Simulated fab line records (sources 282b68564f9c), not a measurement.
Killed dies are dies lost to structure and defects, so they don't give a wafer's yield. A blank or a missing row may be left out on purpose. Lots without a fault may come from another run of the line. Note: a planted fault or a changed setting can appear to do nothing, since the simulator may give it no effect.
Struck lot and sound lot, side by side	flow rit cmos	15 out of 202 route steps
Sound: wafers L665.2, L665.3, L665.6. Struck: wafers L655.3, L655.4, L655.6. Last of all comes the cause.
At each step with rows: each side's tool, then ch and its chambers, then its first start. Under that, the readings that differ: sound wafers	struck wafers	difference of the means	sigmas: that difference in standard deviations of wafers without a fault.
alike: words and numbers the same on both sides, and readings whose means are apart by under 2 such deviations; not compared: readings that were withheld, readings missing a value for some wafer, numbers with overlapping values and no deviation given by the record, and bounds like >300 which may hide the same value.
A row with sigmas, a row that says differs or no value, or rows on one side alone: a step with any of these is where the two part. Numbers that have no deviation but don't overlap get no sigmas and don't part them. Lack of a reading on every wafer of one side parts them only where that side has two or more wafers.

first, 2 steps without rows for these wafers: RIT_SPACER_CLEAN_02 (cleans in SC2, time 600 s); RIT_SPACER_CVD_03 (deposits Si3N4 from SiH2Cl2/NH3, target thk 250 nm, time 3300 s).
RIT_SPACER_THK_MEAS_04:
  sound on film metro-04, day 6 15:28; struck on film metro-02, day 4 12:58
  alike: SPACER_NITRIDE_THK
RIT_SPACER_ETCHBACK_05: etches Si3N4 in SF6/CHF3, stops on SiO2, target depth 250 nm, time 240 s.
  sound on rie diel-04 ch 1,2,3, day 6 15:31; struck on rie diel-04 ch 2,3, day 4 13:00
  alike: drypump motor current A, oes product au, throttle valve pct
  not compared: rf hours counter h
then, 6 steps without rows for these wafers: RIT_NSD_HMDS_00 (prime time 60 s); RIT_NSD_COAT_01 (resist thk 1000 nm); RIT_NSD_SOFTBAKE_02 (time 60 s); RIT_NSD_EXPOSE_03 (exposes mask M9, target cd 40700 nm); RIT_NSD_PEB_04; RIT_NSD_DEVELOP_05 (develop time 50 s).
RIT_NSD_OVL_MEAS_06:
  sound on overlay-01, day 6 16:38; struck on overlay-01, day 4 14:08
  alike: NSD_OVL
then, 1 step without rows for these wafers: RIT_NSD_HARDBAKE_07 (time 60 s).
RIT_NSD_IMPLANT_08:
  struck on implanter-03, day 4 14:22; sound on implanter-04 ch 0, day 6 16:50
  no value came back on the struck wafers for beam energy keV, beam on s (s), implant ion amu; on the sound wafers beam energy keV reads 24.995 24.990 24.993
RIT_NSD_STRIP_09: strips in O2, time 180 s.
  sound on plasma asher-04 ch 0,1, day 6 16:58; struck on plasma asher-02 ch 0,1, day 4 14:31
  alike: drypump motor current A
  not compared: rf hours counter h
RIT_NSD_TW_MEAS_10:
  sound on film metro-01, day 6 17:09; struck on film metro-03, day 4 14:53
reading	sound	struck	difference	sigmas
NSD_TW	3122 3136 3119	30 30 30	-3096	-99 or more
  not compared: hold

## WHERE THEY PART
At RIT_NSD_IMPLANT_08 first; at RIT_NSD_TW_MEAS_10 last (within this record only).

WHY: what had been put in by the simulator
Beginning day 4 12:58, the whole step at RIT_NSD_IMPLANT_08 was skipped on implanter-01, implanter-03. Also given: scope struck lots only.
